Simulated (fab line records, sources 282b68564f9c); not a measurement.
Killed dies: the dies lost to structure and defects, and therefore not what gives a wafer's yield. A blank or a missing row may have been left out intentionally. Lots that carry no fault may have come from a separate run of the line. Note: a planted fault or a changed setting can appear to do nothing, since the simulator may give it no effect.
fab line records -- flow rit-cmos
[record] lots = 14, wafers = 42, last-day = 8
route steps=202 shown NSD@139 M1@202
lots that met no fault: from a run of the same line without faults
start-h: hours from the record's opening day to when the first of the lot's shown wafers began -- wait-h: how many hours have passed since the lot's step before this one -- " the same as in the row above -- L1.1+2: a row that stands for several wafers -- - no value, or no start was given -- * or withheld: withheld -- < > ~ a bound
route shown NAME@n: a module of which the file shows steps, and the number in the route of the first -- usual: the fault-free wafers' mean and standard deviation -- same: alike in all rows -- chamber/n: place in a boat -- sites: the reading at each site -- _std_site: their standard deviation -- _edge_site: outer sites' mean less inner sites' -- radius-mm: for every site, how far away it sits from the centre of the wafer -- mask NAME#n: copy n -- behind: tool/chamber where the wafer was last shaped -- hold: reason for holding the lot/hours on hold/outcome of the hold -- device: the transistor (n, p or np) that didn't switch -- end of line: tests run on the same wafers once the route is complete -- step lacking rows: just its recipe -- killed: dies lost to structure and defects at the first sort, not the wafer's yield -- map: shows each die of a wafer: x if killed, . if not, _ if none is there
set.NAME: setting as actually run; set.NAME@STEP: the setting as run at that earlier step -- model.NAME: the simulator's own value behind a step, which no gauge read
one table for each step of the route and one row for each wafer, over a sample of lots
services: a tool's chamber out of use, with start hour (start-h, from the record's first day; less than 0 if before it), hours out, and reason
[[steps]]
[step RIT_NSD_IMPLANT_08]
[recipe] species = P, energy-kev = 25, dose-cm2 = 1e+15, tilt-deg = 7
[usual] end-station-pressure-torr = 7.5e-06/3.9e-07, tilt-deg = 6.995/0.017
lot.wafer,tool,chamber,start-h,wait-h,end-station-pressure-torr,tilt-deg
L995.1,implanter-02,0,48.91,0.1,7.5e-06,6.994
L995.5,implanter-02,0,48.91,0.1,6.9e-06,6.991
L995.6,implanter-02,0,48.91,0.1,7.5e-06,6.968
L996.1,implanter-02,0,53.85,0.1,8.3e-06,6.995
L996.3,implanter-02,0,53.85,0.1,7.2e-06,6.970
L996.5,implanter-02,0,53.85,0.1,8.1e-06,6.990
L997.2,implanter-02,0,63.41,0.1,7.2e-06,6.992
L997.3,implanter-02,0,63.41,0.1,7.2e-06,6.999
L997.6,implanter-02,0,63.41,0.1,7.8e-06,7.009
L998.4,implanter-02,0,69.55,0.1,8.5e-06,7.023
L998.5,implanter-02,0,69.55,0.1,7e-06,7.003
L998.6,implanter-02,0,69.55,0.1,7.7e-06,7.006
L999.2,implanter-03,0,75.68,0.1,7.2e-06,6.981
L999.5,implanter-03,0,75.68,0.1,7.3e-06,7.028
L999.6,implanter-03,0,75.68,0.1,7.7e-06,6.986
L100.2,implanter-02,0,78.76,0.1,7.9e-06,7.003
L100.4,implanter-02,0,78.76,0.1,7.9e-06,7.010
L100.6,implanter-02,0,78.76,0.1,7.9e-06,7.014
L103.1,implanter-03,0,95.84,0.1,7.5e-06,6.978
L103.2,implanter-03,0,95.84,0.1,7.9e-06,7.000
L103.6,implanter-03,0,95.84,0.1,7.4e-06,7.030
L105.2,implanter-01,0,107.69,0.1,6.8e-06,7.008
L105.4,implanter-01,0,107.69,0.1,8e-06,6.991
L105.5,implanter-01,0,107.69,0.1,7.3e-06,6.993
L106.3,implanter-01,0,110.12,0.1,8.5e-06,7.031
L106.4,implanter-01,0,110.12,0.1,7.2e-06,7.017
L106.5,implanter-01,0,110.12,0.1,6.8e-06,7.009
L106.3,implanter-01,0,110.44,0.3,8e-06,6.954
L106.4,implanter-01,0,110.44,0.3,7.5e-06,6.988
L106.5,implanter-01,0,110.44,0.3,8e-06,6.979
L107.1,implanter-02,0,112.65,0.1,7.4e-06,7.031
L107.2,implanter-02,0,112.65,0.1,7.4e-06,7.015
L107.4,implanter-02,0,112.65,0.1,7.6e-06,7.025
L108.1,implanter-01,0,119.27,0.1,7.5e-06,7.017
L108.3,implanter-01,0,119.27,0.1,7.7e-06,6.993
L108.5,implanter-01,0,119.27,0.1,7.3e-06,6.979
L110.2,implanter-03,0,133.82,0.1,7e-06,6.989
L110.4,implanter-03,0,133.82,0.1,7.6e-06,6.994
L110.5,implanter-03,0,133.82,0.1,7.9e-06,6.979
L110.2,implanter-03,0,134.14,0.3,7.1e-06,6.969
L110.4,implanter-03,0,134.14,0.3,7.5e-06,7.003
L110.5,implanter-03,0,134.14,0.3,7.7e-06,7.004
L114.2,implanter-02,0,159.75,0.1,7.3e-06,6.998
L114.4,implanter-02,0,159.75,0.1,7.9e-06,6.985
L114.5,implanter-02,0,159.75,0.1,7.6e-06,6.989
L118.3,implanter-03,0,184.76,0.1,8.2e-06,7.013
L118.4,implanter-03,0,184.76,0.1,7.6e-06,7.010
L118.5,implanter-03,0,184.76,0.1,8.2e-06,6.997
[step RIT_NSD_TW_MEAS_10]
[usual] NSD_TW = 3139/20
lot.wafer,tool,chamber,start-h,wait-h,NSD_TW
L995.1,film-metro-03,-,49.24,0.1,3123
L995.5,film-metro-03,-,49.24,0.1,3132
L995.6,film-metro-03,-,49.24,0.1,3133
L996.1,film-metro-03,-,54.18,0.1,3143
L996.3,film-metro-03,-,54.18,0.1,3139
L996.5,film-metro-03,-,54.18,0.1,3124
L997.2,film-metro-01,-,63.72,0.1,3106
L997.3,film-metro-01,-,63.72,0.1,3110
L997.6,film-metro-01,-,63.72,0.1,3095
L998.4,film-metro-01,-,69.83,0.1,3114
L998.5,film-metro-01,-,69.83,0.1,3096
L998.6,film-metro-01,-,69.83,0.1,3095
L999.2,film-metro-02,-,75.99,0.1,3115
L999.5,film-metro-02,-,75.99,0.1,3137
L999.6,film-metro-02,-,75.99,0.1,3144
L100.2,film-metro-03,-,79.07,0.1,3165
L100.4,film-metro-03,-,79.07,0.1,3167
L100.6,film-metro-03,-,79.07,0.1,3166
L103.1,film-metro-02,-,96.17,0.1,3176
L103.2,film-metro-02,-,96.17,0.1,3168
L103.6,film-metro-02,-,96.17,0.1,3151
L105.2,film-metro-02,-,108.00,0.1,3158
L105.4,film-metro-02,-,108.00,0.1,3170
L105.5,film-metro-02,-,108.00,0.1,3155
L106.3,film-metro-02,-,110.78,0.1,3548
L106.4,film-metro-02,-,110.78,0.1,3563
L106.5,film-metro-02,-,110.78,0.1,3560
L107.1,film-metro-02,-,112.98,0.1,3145
L107.2,film-metro-02,-,112.98,0.1,3149
L107.4,film-metro-02,-,112.98,0.1,3150
L108.1,film-metro-01,-,119.59,0.1,3139
L108.3,film-metro-01,-,119.59,0.1,3119
L108.5,film-metro-01,-,119.59,0.1,3137
L110.2,film-metro-02,-,134.45,0.1,3526
L110.4,film-metro-02,-,134.45,0.1,3555
L110.5,film-metro-02,-,134.45,0.1,3547
L114.2,film-metro-03,-,160.06,0.1,3156
L114.4,film-metro-03,-,160.06,0.1,3149
L114.5,film-metro-03,-,160.06,0.1,3162
L118.3,film-metro-03,-,185.06,0.1,3129
L118.4,film-metro-03,-,185.06,0.1,3152
L118.5,film-metro-03,-,185.06,0.1,3121
[step RIT_SDANNEAL_RS_MEAS_05]
[recipe] thk-meas-gauge = four-point-probe
[usual] NSD_RS = 84.5/0.31
lot.wafer,tool,chamber,start-h,wait-h,NSD_RS[ohm/sq]
L995.1,film-metro-01,-,51.39,0.1,84.5
L995.5,film-metro-01,-,51.39,0.1,84.6
L995.6,film-metro-01,-,51.39,0.1,84.8
L996.1,film-metro-02,-,56.20,0.1,84.6
L996.3,film-metro-02,-,56.20,0.1,84.6
L996.5,film-metro-02,-,56.20,0.1,84.6
L997.2,film-metro-01,-,65.88,0.1,84.3
L997.3,film-metro-01,-,65.88,0.1,84.7
L997.6,film-metro-01,-,65.88,0.1,84.4
L998.4,film-metro-01,-,72.01,0.1,84.6
L998.5,film-metro-01,-,72.01,0.1,84.4
L998.6,film-metro-01,-,72.01,0.1,84.3
L999.2,film-metro-03,-,78.17,0.1,84.3
L999.5,film-metro-03,-,78.17,0.1,84.6
L999.6,film-metro-03,-,78.17,0.1,84.3
L100.2,film-metro-03,-,81.17,0.1,84.5
L100.4,film-metro-03,-,81.17,0.1,84.6
L100.6,film-metro-03,-,81.17,0.1,84.7
L103.1,film-metro-03,-,98.32,0.1,84.0
L103.2,film-metro-03,-,98.32,0.1,84.2
L103.6,film-metro-03,-,98.32,0.1,83.9
L105.2,film-metro-01,-,110.05,0.1,84.6
L105.4,film-metro-01,-,110.05,0.1,84.7
L105.5,film-metro-01,-,110.05,0.1,84.3
L106.3,film-metro-01,-,112.84,0.1,52.4
L106.4,film-metro-01,-,112.84,0.1,52.3
L106.5,film-metro-01,-,112.84,0.1,52.3
L107.1,film-metro-02,-,115.00,0.1,84.4
L107.2,film-metro-02,-,115.00,0.1,84.3
L107.4,film-metro-02,-,115.00,0.1,84.4
L108.1,film-metro-03,-,121.62,0.1,84.4
L108.3,film-metro-03,-,121.62,0.1,84.3
L108.5,film-metro-03,-,121.62,0.1,83.9
L110.2,film-metro-02,-,136.71,0.1,52.2
L110.4,film-metro-02,-,136.71,0.1,52.3
L110.5,film-metro-02,-,136.71,0.1,52.2
L114.2,film-metro-01,-,162.38,0.1,84.5
L114.4,film-metro-01,-,162.38,0.1,84.4
L114.5,film-metro-01,-,162.38,0.1,84.4
L118.3,film-metro-03,-,187.28,0.1,85.0
L118.4,film-metro-03,-,187.28,0.1,84.6
L118.5,film-metro-03,-,187.28,0.1,84.6
[step RIT_M1_PROBE_99]
[usual] killed-at-contacts = 0.1/0.24, killed-at-front-end = 7/3.1, killed-dies = 7/3.1, killed-open = 3.3/1.9, killed-short = 3.9/2.1
[same] gross-dies = 264, killed_at_M0_to_M3 = 0, killed_at_M4_up = 0, killed-at-back-side = 0, killed-at-other = 0
lot.wafer,tool,chamber,start-h,wait-h,killed-at-contacts,killed-at-front-end,killed-dies,killed-open,killed-short
L106.3,prober-02,-,120.62,0.2,0,3,3,1,2
L106.4,prober-02,-,120.67,0.2,0,4,4,2,2
L106.5,prober-02,-,120.72,0.2,0,13,13,4,9
L110.2,prober-01,-,143.85,0.1,0,13,13,8,5
L110.4,prober-01,-,143.95,0.2,0,10,10,5,5
L110.5,prober-01,-,144.00,0.2,0,10,10,4,6
// killed by level:class
L106.3 FOX2:geometric-particle:open=1 REOX:geometric-particle:short=1 SPACER:geometric-particle:short=1
L106.4 FOX1:geometric-particle:short=1 REOX:geometric-particle:short=1 SPACER:geometric-particle:open=1 SILICIDE:geometric-particle:open=1
L106.5 GATE:geometric-particle:short=4 REOX:geometric-particle:short=3 FOX1:geometric-particle:open=1 FOX1:geometric-particle:short=1 FOX2:geometric-particle:open=1 GATE:geometric-particle:open=1 SILICIDE:geometric-particle:open=1 SILICIDE:geometric-particle:short=1
L110.2 GATE:geometric-particle:open=4 REOX:geometric-particle:open=2 SILICIDE:geometric-particle:short=2 FOX1:geometric-particle:open=1 FOX1:geometric-particle:short=1 GATE:geometric-particle:short=1 REOX:geometric-particle:short=1 SPACER:geometric-particle:open=1
L110.4 GATE:geometric-particle:short=4 SILICIDE:geometric-particle:open=2 GATE:geometric-particle:open=1 REOX:geometric-particle:open=1 SPACER:geometric-particle:open=1 SPACER:geometric-particle:short=1
L110.5 GATE:geometric-particle:short=4 GATE:geometric-particle:open=2 REOX:geometric-particle:short=2 FOX1:geometric-particle:open=1 SILICIDE:geometric-particle:open=1
[[services]]
tool,chamber,start-h,hours,kind
implanter-01,-,31.29,0.7,repair
implanter-01,-,38.64,4.0,pm
implanter-02,-,88.23,6.2,repair
implanter-01,-,116.89,1.2,repair
[[key]]
[first-sign] step = RIT_NSD_IMPLANT_08, reading = visit, direction = added
[effect] step = RIT_NSD_TW_MEAS_10, reading = NSD_TW, direction = up, sigmas = 21, usual = 3139, struck = 3550
[effect] step = RIT_SDANNEAL_RS_MEAS_05, reading = NSD_RS, direction = down, sigmas = 99+, usual = 84.5, struck = 52.3
met-at RIT_NSD_IMPLANT_08
struck-lots L106,L110
tester-left-out L106,L110
[fault] kind = repeated-step-whole, tool = implanter-01,implanter-02,implanter-03, chamber = -, onset-h = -, steps = RIT_NSD_IMPLANT_08, times = 1, scope = struck-lots-only
// tester-left-out: of these lots the tester's yield and bins aren't shown, on N5 and GAA mostly nor the transistor test; their killed dies are dies lost to structure and defects alone, not to doping, threshold or leakage, so they don't give the yield
